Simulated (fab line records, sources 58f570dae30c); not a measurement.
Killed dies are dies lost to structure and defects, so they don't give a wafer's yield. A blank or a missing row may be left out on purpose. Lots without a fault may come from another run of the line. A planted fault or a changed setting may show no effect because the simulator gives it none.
fab line records | flow berkeley_cmos170
record lots=13 wafers=39 last_day=11
route steps=331 shown GATE@138 PLDD@152 PSD@184 NSD@196
lots that met no fault: from a run of the same line without faults
start_h: hours from the record's first day to the start of the lot's first wafer shown | wait_h: hours since the lot's step before | " the same as in the row above | L1.1+2: a row that stands for several wafers | - no value, or no start given | * or withheld: withheld | < > ~ a bound
route shown NAME@n: a module of which the file shows steps, and the number in the route of the first | usual: mean/standard deviation of fault-free wafers | same: alike in all rows | chamber/n: place in a boat | sites: the reading at each site | _std_site: their standard deviation | _edge_site: outer sites' mean less inner sites' | radius_mm: how far each site lies from the wafer's centre | mask NAME#n: copy n | behind: the tool/chamber that last shaped the wafer | hold: why the lot was held/for how many hours/how that ended | device: the transistor (n, p or np) that didn't switch | end of line: the same wafers' tests at the end of the route | a step without rows: its recipe alone | killed: dies lost to structure and defects at the first sort, not the wafer's yield | map: a wafer's dies, x killed, . not, _ none there
set.NAME: the setting as run; set.NAME@STEP: as run at that earlier step | model.NAME: the simulator's own value behind a step, which no gauge read
steps of the route over a sample of lots; a table a step, a row a wafer
services: from which hour (start_h, from the record's first day; less than 0 if before it) a tool's chamber was out of use, for how many hours, and why
## steps
# step UCB170_GATE_CD_MEAS_12
# recipe target_cd_nm=350
# usual cd_nm=349.9/1
# columns lot.wafer tool chamber start_h wait_h cd_nm
L192.1 cd_sem-01 - 118.85 - 348.6
L192.3 " - " " 349.3
L192.6 " - " " 348.9
L193.4 cd_sem-01 - 134.12 - 349.3
L193.5 " - " " 351.3
L193.6 " - " " 350.1
L195.1 cd_sem-01 - 137.60 - 349.5
L195.4 " - " " 350.3
L195.5 " - " " 350.0
L194.2 cd_sem-02 - 137.95 - 350.3
L194.3 " - " " 350.2
L194.4 " - " " 350.8
L197.3 cd_sem-02 - 147.34 - 349.7
L197.4 " - " " 350.6
L197.6 " - " " 350.9
L199.3 cd_sem-02 - 169.19 - 349.6
L199.5 " - " " 349.5
L199.6 " - " " 350.3
L198.2 cd_sem-01 - 169.24 - 347.6
L198.3 " - " " 348.2
L198.5 " - " " 347.5
L200.1 cd_sem-02 - 172.53 - 349.6
L200.2 " - " " 349.7
L200.4 " - " " 347.9
L210.2 cd_sem-02 - 222.55 - 349.2
L210.3 " - " " 349.7
L210.6 " - " " 349.1
L209.2 cd_sem-02 - 222.79 - 348.8
L209.4 " - " " 349.1
L209.5 " - " " 350.2
L212.2 cd_sem-02 - 228.51 - 350.0
L212.5 " - " " 351.7
L212.6 " - " " 350.7
L211.1 cd_sem-02 - 228.77 - 350.1
L211.2 " - " " 349.8
L211.5 " - " " 349.3
L213.1 cd_sem-02 - 236.11 - 350.1
L213.2 " - " " 349.1
L213.4 " - " " 350.0
# step UCB170_GATE_CD_MEAS_90
# recipe target_cd_nm=350
# usual cd_nm=349.8/1.3
# columns lot.wafer tool chamber start_h wait_h cd_nm
L192.1 cd_sem-01 - 119.19 0.1 347.5
L192.3 " - " " 349.8
L192.6 " - " " 348.7
L193.4 cd_sem-01 - 134.47 0.1 349.8
L193.5 " - " " 349.3
L193.6 " - " " 351.0
L195.1 cd_sem-02 - 138.05 0.2 351.0
L195.4 " - " " 350.4
L195.5 " - " " 351.5
L194.2 cd_sem-02 - 138.29 0.1 348.4
L194.3 " - " " 349.8
L194.4 " - " " 349.4
L197.3 cd_sem-02 - 147.68 0.1 350.5
L197.4 " - " " 350.6
L197.6 " - " " 351.9
L199.3 cd_sem-02 - 169.53 0.1 350.3
L199.5 " - " " 350.8
L199.6 " - " " 349.5
L198.2 cd_sem-01 - 169.58 0.1 347.4
L198.3 " - " " 348.8
L198.5 " - " " 348.0
L200.1 cd_sem-01 - 172.88 0.1 348.9
L200.2 " - " " 348.9
L200.4 " - " " 348.0
L210.2 cd_sem-02 - 222.91 0.1 350.3
L210.3 " - " " 348.6
L210.6 " - " " 347.9
L209.2 cd_sem-01 - 223.14 0.1 349.4
L209.4 " - " " 349.5
L209.5 " - " " 350.3
L212.2 cd_sem-01 - 228.86 0.1 350.2
L212.5 " - " " 350.6
L212.6 " - " " 351.4
L211.1 cd_sem-02 - 229.11 0.1 350.7
L211.2 " - " " 349.8
L211.5 " - " " 350.9
L213.1 cd_sem-02 - 236.46 0.1 348.3
L213.2 " - " " 348.2
L213.4 " - " " 349.4
# step UCB170_PLDD_OVL_MEAS_07
# usual PLDD_OVL=-1/6
# columns lot.wafer tool chamber start_h wait_h PLDD_OVL[nm]
L192.1 overlay-02 - 122.06 0.1 0
L192.3 " - " " -6
L192.6 " - " " -12
L193.4 overlay-02 - 135.68 0.1 -6
L193.5 " - " " 4
L193.6 " - " " -8
L195.1 overlay-01 - 139.73 0.1 -8
L195.4 " - " " -3
L195.5 " - " " -4
L194.2 overlay-01 - 140.01 0.1 0
L194.3 " - " " -4
L194.4 " - " " 1
L197.3 overlay-01 - 148.91 0.1 12
L197.4 " - " " 4
L197.6 " - " " 3
L199.3 overlay-02 - 171.13 0.1 -6
L199.5 " - " " -10
L199.6 " - " " -2
L198.2 overlay-01 - 171.40 0.1 -1
L198.3 " - " " 7
L198.5 " - " " 9
L200.1 overlay-02 - 174.58 0.1 5
L200.2 " - " " -6
L200.4 " - " " 4
L210.2 overlay-02 - 224.44 0.1 0
L210.3 " - " " -3
L210.6 " - " " -2
L209.2 overlay-01 - 224.91 0.1 -5
L209.4 " - " " 2
L209.5 " - " " 7
L212.2 overlay-01 - 230.24 0.1 -1
L212.5 " - " " -6
L212.6 " - " " 2
L211.1 overlay-02 - 230.49 0.1 -6
L211.2 " - " " -1
L211.5 " - " " -2
L213.1 overlay-01 - 238.05 0.1 10
L213.2 " - " " -1
L213.4 " - " " -1
# step UCB170_PSD_STRIP_09
# recipe chemistry=O2 power_w=400 pressure_mtorr=3500 platen_temp_c=withheld o2_flow_sccm=400 overash_fraction=0.5
# usual drypump_motor_current_A=5.55/0.27 oes_product_au=0.600/0.0052 strip_time_to_endpoint_s=29.40/0.08
# columns lot.wafer tool chamber start_h wait_h drypump_motor_current_A oes_product_au rf_hours_counter_h strip_time_to_endpoint_s
L192.1 plasma_asher-03 1 131.02 0.1 5.67 0.606 2 29.29
L192.3 " 0 " " 5.42 0.598 - 29.34
L192.6 " 1 " " 5.69 0.603 - 29.34
L193.4 plasma_asher-04 1 146.25 0.1 5.22 0.609 - 29.44
L193.5 " 0 " " 6.05 0.599 - 29.43
L193.6 " 1 " " 5.22 0.595 - 29.45
L195.1 plasma_asher-03 1 146.49 0.1 5.69 0.597 3 29.53
L195.4 " 1 " " 5.70 0.609 - 29.53
L195.5 " 1 " " 5.70 0.595 - 29.50
L194.2 plasma_asher-03 1 146.91 0.1 5.72 0.607 4 29.26
L194.3 " 0 " " 5.44 0.605 - 29.29
L194.4 " 1 " " 5.72 0.603 - 29.29
L197.3 plasma_asher-04 0 157.93 0.1 6.03 0.598 - 29.30
L197.4 " 1 " " 5.24 0.599 - 29.34
L197.6 " 1 " " 5.22 0.604 - 29.34
L199.3 plasma_asher-04 0 179.43 0.1 5.99 0.598 - 29.30
L199.5 " 1 " " 5.22 0.598 - 29.34
L199.6 " 0 " " 6.03 0.598 - 29.28
L198.2 plasma_asher-01 0 179.67 0.1 5.47 0.596 46 29.47
L198.3 " 1 " " 5.39 0.603 - 29.54
L198.5 " 1 " " 5.40 0.599 - 29.49
L200.1 plasma_asher-03 1 184.02 0.1 5.68 0.444 8 -
L200.2 " 0 " " 5.39 0.442 8 -
L200.4 " 0 " " 5.41 0.434 - -
L210.2 plasma_asher-01 1 235.11 0.1 5.39 0.597 52 29.38
L210.3 " 0 " " 5.48 0.612 - 29.55
L210.6 " 1 " " 5.38 0.606 - 29.39
L209.2 plasma_asher-04 1 235.35 0.1 5.23 0.606 59 29.45
L209.4 " 0 " " 6.05 0.595 - 29.48
L209.5 " 0 " " 6.04 0.596 - 29.47
L212.2 plasma_asher-03 0 241.02 0.1 5.43 0.606 13 29.48
L212.5 " 1 " " 5.69 0.600 - 29.46
L212.6 " 0 " " 5.43 0.596 - 29.45
L211.1 plasma_asher-04 0 241.23 0.1 6.01 0.601 60 29.40
L211.2 " 1 " " 5.23 0.595 60 29.37
L211.5 " 0 " " 6.02 0.600 - 29.36
L213.1 plasma_asher-01 0 247.02 0.1 5.47 0.590 53 29.40
L213.2 " 1 " " 5.35 0.600 53 29.45
L213.4 " 0 " " 5.49 0.609 - 29.38
# step UCB170_NSD_STRIP_09
# recipe chemistry=O2 power_w=400 pressure_mtorr=3500 platen_temp_c=withheld o2_flow_sccm=400 overash_fraction=0.5
# usual drypump_motor_current_A=5.52/0.11 oes_product_au=0.534/0.0044 strip_time_to_endpoint_s=35.85/0.076
# columns lot.wafer tool chamber start_h wait_h drypump_motor_current_A oes_product_au rf_hours_counter_h strip_time_to_endpoint_s
L192.1 plasma_asher-01 0 132.78 0.1 5.50 0.528 44 35.71
L192.3 " 1 " " 5.37 0.533 - 35.75
L192.6 " 0 " " 5.50 0.532 - 35.77
L193.4 plasma_asher-01 0 147.91 0.1 5.44 0.530 - 35.85
L193.5 " 0 " " 5.49 0.535 - 35.75
L193.6 " 1 " " 5.38 0.535 - 35.82
L195.1 plasma_asher-03 1 148.12 0.1 5.70 0.541 4 35.74
L195.4 " 0 " " 5.42 0.540 - 35.75
L195.5 " 0 " " 5.44 0.532 - 35.71
L194.2 plasma_asher-01 0 148.60 0.1 5.44 0.543 46 35.91
L194.3 " 0 " " 5.44 0.533 - 35.84
L194.4 " 1 " " 5.36 0.544 - 35.97
L197.3 plasma_asher-02 0 159.53 0.1 5.57 0.532 - 35.99
L197.4 " 1 " " 5.53 0.538 - 35.99
L197.6 " 1 " " 5.52 0.536 - 35.98
L199.3 plasma_asher-03 1 181.32 0.1 5.72 0.536 - 35.87
L199.5 " 1 " " 5.67 0.541 - 35.80
L199.6 " 0 " " 5.40 0.532 - 35.77
L198.2 plasma_asher-02 1 181.53 0.1 5.52 0.528 42 35.86
L198.3 " 0 " " 5.60 0.531 - 35.82
L198.5 " 0 " " 5.57 0.535 - 35.81
L200.1 plasma_asher-03 1 185.86 0.1 5.72 0.611 8 56.17
L200.2 " 0 " " 5.41 0.608 8 56.13
L200.4 " 0 " " 5.42 0.607 - 56.19
L210.2 plasma_asher-02 0 236.60 0.1 5.57 0.537 48 35.81
L210.3 " 1 " " 5.52 0.532 - 35.68
L210.6 " 0 " " 5.54 0.530 - 35.81
L209.2 plasma_asher-03 0 237.14 0.1 5.40 0.532 13 35.90
L209.4 " 1 " " 5.70 0.541 - 35.81
L209.5 " 1 " " 5.69 0.533 - 35.88
L212.2 plasma_asher-01 0 245.84 0.2 5.48 0.541 53 35.81
L212.5 " 0 " " 5.48 0.525 - 35.87
L212.6 " 1 " " 5.37 0.531 - 35.91
L211.1 plasma_asher-02 1 245.96 0.1 5.52 0.539 49 35.92
L211.2 " 0 " " 5.58 0.540 49 35.92
L211.5 " 1 " " 5.55 0.534 - 35.92
L213.1 plasma_asher-03 0 249.42 0.1 5.43 0.534 14 35.79
L213.2 " 1 " " 5.70 0.538 14 35.78
L213.4 " 0 " " 5.42 0.534 - 35.80
# step UCB170_NSD_TW_MEAS_10
# usual NSD_TW=4177/46
# columns lot.wafer tool chamber start_h wait_h NSD_TW
L192.1 film_metro-03 - 132.88 0.1 4208
L192.3 " - " " 4192
L192.6 " - " " 4227
L193.4 film_metro-03 - 148.00 0.1 4218
L193.5 " - " " 4219
L193.6 " - " " 4218
L195.1 film_metro-01 - 148.22 0.1 4129
L195.4 " - " " 4119
L195.5 " - " " 4114
L194.2 film_metro-01 - 148.71 0.1 4136
L194.3 " - " " 4137
L194.4 " - " " 4126
L197.3 film_metro-03 - 159.62 0.1 4219
L197.4 " - " " 4209
L197.6 " - " " 4211
L199.3 film_metro-01 - 181.41 0.1 4127
L199.5 " - " " 4128
L199.6 " - " " 4140
L198.2 film_metro-03 - 181.64 0.1 4208
L198.3 " - " " 4200
L198.5 " - " " 4198
L200.1 film_metro-03 - 185.96 0.1 30
L200.2 " - " " 30
L200.4 " - " " 30
L210.2 film_metro-03 - 236.71 0.1 4252
L210.3 " - " " 4236
L210.6 " - " " 4221
L209.2 film_metro-01 - 237.25 0.1 4141
L209.4 " - " " 4107
L209.5 " - " " 4124
L212.2 film_metro-01 - 245.95 0.1 4122
L212.5 " - " " 4144
L212.6 " - " " 4109
L211.1 film_metro-03 - 246.09 0.1 4213
L211.2 " - " " 4189
L211.5 " - " " 4206
L213.1 film_metro-01 - 249.52 0.1 4148
L213.2 " - " " 4142
L213.4 " - " " 4135
## services
# columns tool chamber start_h hours kind
plasma_asher-03 - 108.75 9.0 pm
plasma_asher-03 0 108.75 9.0 vent_cycle
plasma_asher-03 1 108.75 9.0 vent_cycle
plasma_asher-03 0 117.75 - clean
plasma_asher-03 1 117.75 - clean
plasma_asher-03 - 161.00 4.3 pm
plasma_asher-01 - 168.90 10.0 pm
plasma_asher-03 - 192.07 1.9 repair
plasma_asher-02 - 205.49 1.3 repair
## key
first_sign step=UCB170_PSD_STRIP_09 reading=oes_product_au direction=down sigmas=31 usual=0.600 struck=0.440
effect step=UCB170_NSD_STRIP_09 reading=strip_time_to_endpoint_s direction=up sigmas=99+ usual=* struck=*
effect step=UCB170_NSD_TW_MEAS_10 reading=NSD_TW direction=down sigmas=91 usual=4177 struck=30
met_at UCB170_PSD_STRIP_09
struck_lots L200
sort_left_out L200.1,L200.2,L200.4
tester_left_out L200
not_acting_at UCB170_GATE_CD_MEAS_12,UCB170_GATE_CD_MEAS_90,UCB170_PLDD_OVL_MEAS_07
onset_between 146.91 184.02
fault kind=strip_aborted tool=plasma_asher-03 chamber=- onset_h=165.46 steps=UCB170_PSD_STRIP_09 offset=0.85 end_h=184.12
# tester_left_out: of these lots the tester's yield and bins aren't shown, on N5 and GAA mostly nor the transistor test; their killed dies are dies lost to structure and defects alone, not to doping, threshold or leakage, so they don't give the yield
# sort_left_out: the simulated sort isn't trusted on such a fault, so these wafers' sort isn't shown, and their yield isn't known
